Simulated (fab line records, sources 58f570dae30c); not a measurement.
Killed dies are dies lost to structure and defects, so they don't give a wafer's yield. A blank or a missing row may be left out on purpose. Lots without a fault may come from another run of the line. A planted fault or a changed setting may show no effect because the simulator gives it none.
Problem report in the 8D (eight disciplines) form, filled by code | flow berkeley_cmos170 | the parts of the form that need people (team, actions taken, sign-off) are left out

1. THE PROBLEM
M2_AL_RS at UCB170_M2_RS_MEAS_02 reads a mean of 0.02396 ohm/sq on 1 wafer of 1 lot; wafers without a fault read 0.03237 ohm/sq with a standard deviation of 0.00029. That is -29 standard deviations from the usual mean.
The step: measures by four-point-probe.
First seen on wafer L774.4, day 10 06:22, on film_metro-04. The record holds 33 wafers of 11 lots with a number at this step. Rule for "out", or "out of limits": more than 4 standard deviations from the usual mean. The other wafers with a number count as sound.

2. WHAT IT IS AND WHAT IT IS NOT
question                    | is                | is not
which readings at this step | M2_AL_RS          | -
which lots                  | L774              | L766, L767, L770, L778, L780, L781, L783, L784, L787, L788
which wafers of those lots  | L774.4            | L774.2, L774.6
read on which gauges        | film_metro-04     | film_metro-01, film_metro-03
when                        | from day 10 06:22 | up to then (11 sound wafers); but 21 sound wafers of L778, L780, L781, L783, L784, L787, L788 came after

3. SUSPECTS, AND WHAT RULES EACH OUT
Counting: a tool at a process step up to the reading stays a suspect if it ran every lot that is out. Sound lots after the first of them don't rule it out here, since some wafers of a struck lot are sound.
- the gauge at UCB170_M2_RS_MEAS_02: ruled out. All the wafers that are out were read on film_metro-04, but those of them that UCB170_M2_METAL_ETCH_18 has rows for are out there too, on other tools.
- pvd_sputter-04 at UCB170_M2_SPUTTER_01 (material Al, target thk 900 nm, time 120 s): kept. It ran the lot that is out, L774 (day 10 06:16); its last sound lot up to then is L770 (day 9 10:38).
Left after counting: pvd_sputter-04 at UCB170_M2_SPUTTER_01.

4. THE CAUSE (what the simulator had put in)
Process parameter drift: pvd_sputter-04, from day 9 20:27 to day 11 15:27, at UCB170_M2_SPUTTER_01. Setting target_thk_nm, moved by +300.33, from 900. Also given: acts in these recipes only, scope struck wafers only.
Counting left only this tool.

5. THE CHAIN OF EFFECTS, in route order
Each row: a reading whose mean over the struck wafers that have a number lies more than 3 standard deviations from the usual. Only readings for which the record gives a usual standard deviation are gone through. hours: the time from each lot's start at the first step in this table that gives one to its start at this step, as a median over the lots. sigmas: the change in usual standard deviations.
hours | step                    | reading        | usual          | on struck wafers | change   | sigmas
0     | UCB170_M2_RS_MEAS_02    | M2_AL_RS       | 0.03237 ohm/sq | 0.02396          | -0.00841 | -29
0     | UCB170_M2_THK_MEAS_03   | M2_AL_THK      | 898 nm         | 1199             | +301     | +36
3     | UCB170_M2_METAL_ETCH_18 | oes_product_au | 0.843 a.u.     | 0.978            | +0.135   | +9.6
The process steps in it:
- UCB170_M2_METAL_ETCH_18: etches Al in Cl2/BCl3, stops on SiO2, target depth 1170 nm, time 195 s.

6. WHAT WOULD HAVE CAUGHT IT SOONER
In this record the first reading out of limits at a measuring or inspecting step was taken at day 10 06:22, 10 hours after the fault began at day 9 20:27.
Of the tool readings at UCB170_M2_SPUTTER_01 for which the record gives a usual standard deviation, none was out on any struck wafer, so an alarm limit of 4 standard deviations on them would not have fired.
All the lots that are out (1) had begun UCB170_M2_SPUTTER_01 on pvd_sputter-04 by day 10 06:22. A hold on the tool at that time would have spared none of them.
